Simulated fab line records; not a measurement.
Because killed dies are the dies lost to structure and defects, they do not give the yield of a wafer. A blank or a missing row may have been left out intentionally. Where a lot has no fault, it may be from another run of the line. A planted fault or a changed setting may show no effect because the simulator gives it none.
What tool caused it? + flow rit_cmos + 13 lots with 39 wafers sampled at 2 steps, on a route of 202 steps

## WHAT THE GAUGES SHOWED, per wafer
RIT_GATE_CD_MEAS_16: the cd target is 150 nm.
| lot  | measured    | on        | cd_nm (nm)        |
|------|-------------|-----------|-------------------|
| L568 | day 2 13:36 | cd_sem-02 | 148.9 146.9 148.4 |
| L570 | day 2 23:25 | cd_sem-02 | 147.7 149.2 148.9 |
| L573 | day 3 14:03 | cd_sem-01 | 164.4 163.5 159.3 |
| L576 | day 4 06:13 | cd_sem-01 | 150.3 149.1 152.4 |
| L577 | day 4 10:23 | cd_sem-02 | 150.6 152.0 150.8 |
| L582 | day 5 10:14 | cd_sem-02 | 148.1 148.4 148.6 |
| L583 | day 5 19:35 | cd_sem-02 | 151.0 149.6 148.7 |
| L585 | day 6 01:30 | cd_sem-02 | 147.1 150.8 147.9 |
| L587 | day 6 14:31 | cd_sem-02 | 154.5 152.5 154.2 |
| L588 | day 6 21:05 | cd_sem-01 | 148.0 147.2 147.2 |
| L589 | day 7 00:51 | cd_sem-01 | 148.4 148.4 147.1 |
| L590 | day 7 02:13 | cd_sem-02 | 151.0 149.8 152.0 |
| L591 | day 7 08:41 | cd_sem-02 | 147.9 146.4 148.1 |

## WHAT TOOL EACH LOT RAN ON (gives the tool, then ch and the chambers of the sampled wafers, and finally the start)
| lot  | RIT_GATE_EXPOSE_13                 |
|------|------------------------------------|
| L568 | iline_stepper-01 ch 0, day 2 13:10 |
| L570 | iline_stepper-02 ch 0, day 2 22:58 |
| L573 | iline_stepper-01 ch 0, day 3 13:39 |
| L576 | iline_stepper-02 ch 0, day 4 05:49 |
| L577 | iline_stepper-02 ch 0, day 4 09:59 |
| L582 | iline_stepper-01 ch 0, day 5 09:50 |
| L583 | iline_stepper-02 ch 0, day 5 19:05 |
| L585 | iline_stepper-01 ch 0, day 6 01:06 |
| L587 | iline_stepper-01 ch 0, day 6 14:05 |
| L588 | iline_stepper-02 ch 0, day 6 20:41 |
| L589 | iline_stepper-01 ch 0, day 7 00:24 |
| L590 | iline_stepper-01 ch 0, day 7 01:49 |
| L591 | iline_stepper-01 ch 0, day 7 08:02 |
- RIT_GATE_EXPOSE_13: exposes mask M6, target cd 150 nm.

## WHAT THE TOOLS THEMSELVES READ (means of the sampled wafers that have a number; where no wafer has one, the mark that the record gives instead)
The record holds no such reading with a usual standard deviation.

## THE ANSWER, worked out from the rows above alone
Rule: what is usual is taken from the lots themselves. The widest of any qualifying gaps counts: lots, ordered by their means at a reading, are off when they make up no more than a third of the lots, leave a main group of 4 or more, and stand apart from it by 3 or more times the standard deviation of that group's means. Not used: any main group whose means are identical at the precision the tables above print for the reading. Also off: a lot with no number at a reading for which 4 or more lots have one. All remaining lots with rows at the step are treated as sound. First the gauges in route order, then the tools' own readings, where a lot's mean is used as printed above. At the first step where some lot is off, the reading lying furthest off is the one used; lots without a number count as furthest.
Off: L573 (RIT_GATE_CD_MEAS_16, cd_nm). Mean 149.4 nm and standard deviation 1.8 in the main group.
A tool fits if, at a process step before that reading, it ran every lot that is off, and no sound lot after the first of them. Gauges at RIT_GATE_CD_MEAS_16: tried the same way as those tools. Not one of the candidates tried fits.

## WHAT THE SIMULATOR PUT IN
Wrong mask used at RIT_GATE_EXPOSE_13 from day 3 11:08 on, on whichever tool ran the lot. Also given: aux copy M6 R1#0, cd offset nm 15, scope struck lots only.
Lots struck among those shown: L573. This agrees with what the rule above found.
